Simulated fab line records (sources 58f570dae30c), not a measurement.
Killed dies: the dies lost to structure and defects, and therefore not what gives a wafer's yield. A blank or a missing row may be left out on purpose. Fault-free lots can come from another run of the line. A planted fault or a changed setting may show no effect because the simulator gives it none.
Which tool was responsible? -- flow berkeley_cmos170 -- 14 lots, 42 wafers sampled, at 5 steps of a route of 331

## WHAT EACH GAUGE READ, for each wafer
UCB170_NSD_OVL_MEAS_07. Usual: for NSD_OVL the level is 1 nm and the standard deviation is 6.5.
lot,measured,on,NSD_OVL (nm),flag
L911,day 7 12:11,overlay-02,8 -2 3,
L912,day 7 12:42,overlay-02,19 10 0,
L913,day 7 12:52,overlay-02,2 3 0,
L914,day 8 12:21,overlay-02,5 3 -1,
L915,day 8 13:04,overlay-02,3 -14 -13,
L917,day 8 13:06,overlay-01,1 2 8,
L916,day 8 13:32,overlay-02,-155 -148 -148,OFF
L919,day 9 06:38,overlay-01,-171 -163 -178,OFF
L921,day 9 12:23,overlay-02,-4 -7 2,
L922,day 10 05:07,overlay-02,-5 -4 7,
L924,day 10 05:22,overlay-02,-3 7 5,
L925,day 10 20:51,overlay-02,5 1 4,
L927,day 11 18:33,overlay-01,4 0 8,
L930,day 11 19:16,overlay-01,4 7 0,

UCB170_M2_OVL_MEAS_16. Usual: for M2_OVL the level is 1 nm and the standard deviation is 5.2.
lot,measured,on,M2_OVL (nm),flag
L911,day 8 05:25,overlay-01,-2 -3 -6,
L912,day 8 08:22,overlay-01,-3 2 -1,
L913,day 8 08:38,overlay-02,4 9 4,
L914,day 9 04:44,overlay-01,3 4 1,
L915,day 9 05:46,overlay-02,-1 2 8,
L917,day 9 06:13,overlay-01,2 5 -3,
L916,day 9 07:36,overlay-01,1 -3 9,
L919,day 10 01:16,overlay-02,-10 7 -9,
L921,day 10 05:11,overlay-01,3 7 0,
L922,day 10 22:26,overlay-01,-8 16 1,
L924,day 10 23:16,overlay-02,1 -2 -10,
L925,day 11 15:11,overlay-02,0 -4 6,
L927,day 12 15:20,overlay-01,-7 14 5,
L930,day 12 20:34,overlay-02,-2 3 1,

UCB170_M3_CD_MEAS_90 targets a cd of 700 nm. Usual: 700.4 nm for cd_nm, sd 2.3.
lot,measured,on,cd_nm (nm),flag
L911,day 8 13:06,cd_sem-01,699.7 698.9 697.4,
L912,day 8 15:07,cd_sem-02,696.8 695.9 697.4,
L913,day 8 15:22,cd_sem-02,701.9 703.6 702.5,
L914,day 9 11:58,cd_sem-02,699.0 700.2 698.2,
L915,day 9 13:35,cd_sem-02,699.8 697.9 699.3,
L917,day 9 14:10,cd_sem-01,698.8 699.4 699.6,
L916,day 9 14:38,cd_sem-02,698.2 698.3 701.2,
L919,day 10 07:01,cd_sem-01,702.2 702.2 698.4,
L921,day 10 12:01,cd_sem-01,701.3 699.6 702.1,
L922,day 11 05:35,cd_sem-01,700.2 701.8 703.3,
L924,day 11 06:28,cd_sem-01,697.5 695.0 702.0,
L925,day 11 21:58,cd_sem-01,699.6 699.4 698.7,
L927,day 12 22:50,cd_sem-02,704.0 703.4 705.3,
L930,day 13 07:04,cd_sem-01,704.3 702.3 697.8,

## WHICH TOOL RAN EACH LOT (tool, then ch and the chambers of the sampled wafers, then the start)
lot,UCB170_NSD_EXPOSE_03,UCB170_M2_STRIP_07
L911,"krf_scanner-02 ch 0, day 7 11:22","plasma_asher-03 ch 0,1, day 8 03:53"
L912,"krf_scanner-02 ch 0, day 7 11:56","plasma_asher-01 ch 0,1, day 8 07:01"
L913,"krf_scanner-01 ch 0, day 7 12:09","plasma_asher-03 ch 0,1, day 8 07:16"
L914,"krf_scanner-01 ch 0, day 8 11:35","plasma_asher-02 ch 0,1, day 9 03:10"
L915,"krf_scanner-02 ch 0, day 8 11:56","plasma_asher-03 ch 0,1, day 9 04:23"
L917,"krf_scanner-01 ch 0, day 8 12:10","plasma_asher-02 ch 0, day 9 04:50"
L916,"krf_scanner-02 ch 0, day 8 12:31","plasma_asher-01 ch 0,1, day 9 06:10"
L919,"krf_scanner-02 ch 0, day 9 05:59","plasma_asher-03 ch 0,1, day 9 23:54"
L921,"krf_scanner-01 ch 0, day 9 11:53","plasma_asher-01 ch 0,1, day 10 03:17"
L922,"krf_scanner-01 ch 0, day 10 04:17","plasma_asher-03 ch 0, day 10 21:01"
L924,"krf_scanner-01 ch 0, day 10 04:29","plasma_asher-02 ch 0,1, day 10 21:09"
L925,"krf_scanner-01 ch 0, day 10 20:23","plasma_asher-01 ch 0,1, day 11 13:38"
L927,"krf_scanner-01 ch 0, day 11 17:50","plasma_asher-03 ch 0,1, day 12 14:06"
L930,"krf_scanner-01 ch 0, day 11 18:25","plasma_asher-03 ch 0,1, day 12 18:16"
- UCB170_NSD_EXPOSE_03: exposes mask NSELECT MOD, target cd 1200 nm.
- UCB170_M2_STRIP_07: strips in O2.

## WHAT THE TOOLS THEMSELVES READ (means of the sampled wafers that have a number; where no wafer has one, the mark that the record gives instead)
UCB170_M2_STRIP_07. Usual: chamber_pressure_mTorr 3500 mTorr, standard deviation 3.3; drypump_motor_current_A 6.07 A, standard deviation 0.18; oes_product_au 0.734 a.u., standard deviation 0.0045; strip_time_to_endpoint_s 21.96 s, standard deviation 0.063.
lot,tool,chamber_pressure_mTorr (mTorr),drypump_motor_current_A (A),oes_product_au (a.u.),strip_time_to_endpoint_s (s),flag
L911,plasma_asher-03,3502,5.97,0.730,22.02,
L912,plasma_asher-01,3499,6.13,0.732,21.91,
L913,plasma_asher-03,3498,5.96,0.735,21.92,
L914,plasma_asher-02,3499,6.05,0.734,21.86,
L915,plasma_asher-03,3499,5.97,0.733,21.93,
L917,plasma_asher-02,3500,6.40,0.731,21.92,
L916,plasma_asher-01,3500,6.03,0.734,21.96,
L919,plasma_asher-03,3498,5.97,0.731,22.04,
L921,plasma_asher-01,3501,6.11,0.735,21.84,
L922,plasma_asher-03,3496,5.97,0.737,21.96,
L924,plasma_asher-02,3499,6.25,0.732,21.97,
L925,plasma_asher-01,3501,6.15,0.732,21.95,
L927,plasma_asher-03,3499,5.98,0.732,21.96,
L930,plasma_asher-03,3501,5.97,0.736,21.95,

## THE ANSWER, worked out from the rows above alone
Rule: lot off if the mean of its wafers having a number is beyond 3 standard deviations from the usual mean. A lot without any number at a reading at which 4 lots or more have one is off too. Any other lot the step has rows for is counted as sound. First the gauges in route order, then the tools' own readings, where a lot's mean is used as printed above. The first step at which some lot is off is used, and at that step the reading that is off furthest; a lot without a number counts as furthest.
Off: L916, L919, seen at UCB170_NSD_OVL_MEAS_07 (NSD_OVL).
If a tool, at a process step before that reading, ran all the lots that are off and no sound lot after the first of them, it fits. Those tools and the gauges at UCB170_NSD_OVL_MEAS_07 are tried in the same way. One fits: krf_scanner-02 at UCB170_NSD_EXPOSE_03. A fault onset in the window from L915 (day 8 11:56, its last sound lot) to L916 (day 8 12:31, its first lot off) fits.

## WHAT THE SIMULATOR HAD PUT IN
Scanner matching overlay: krf_scanner-02, from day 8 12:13 on, at UCB170_NSD_EXPOSE_03. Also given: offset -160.
Struck lots among those shown: L916, L919. The same result came from the rule above.
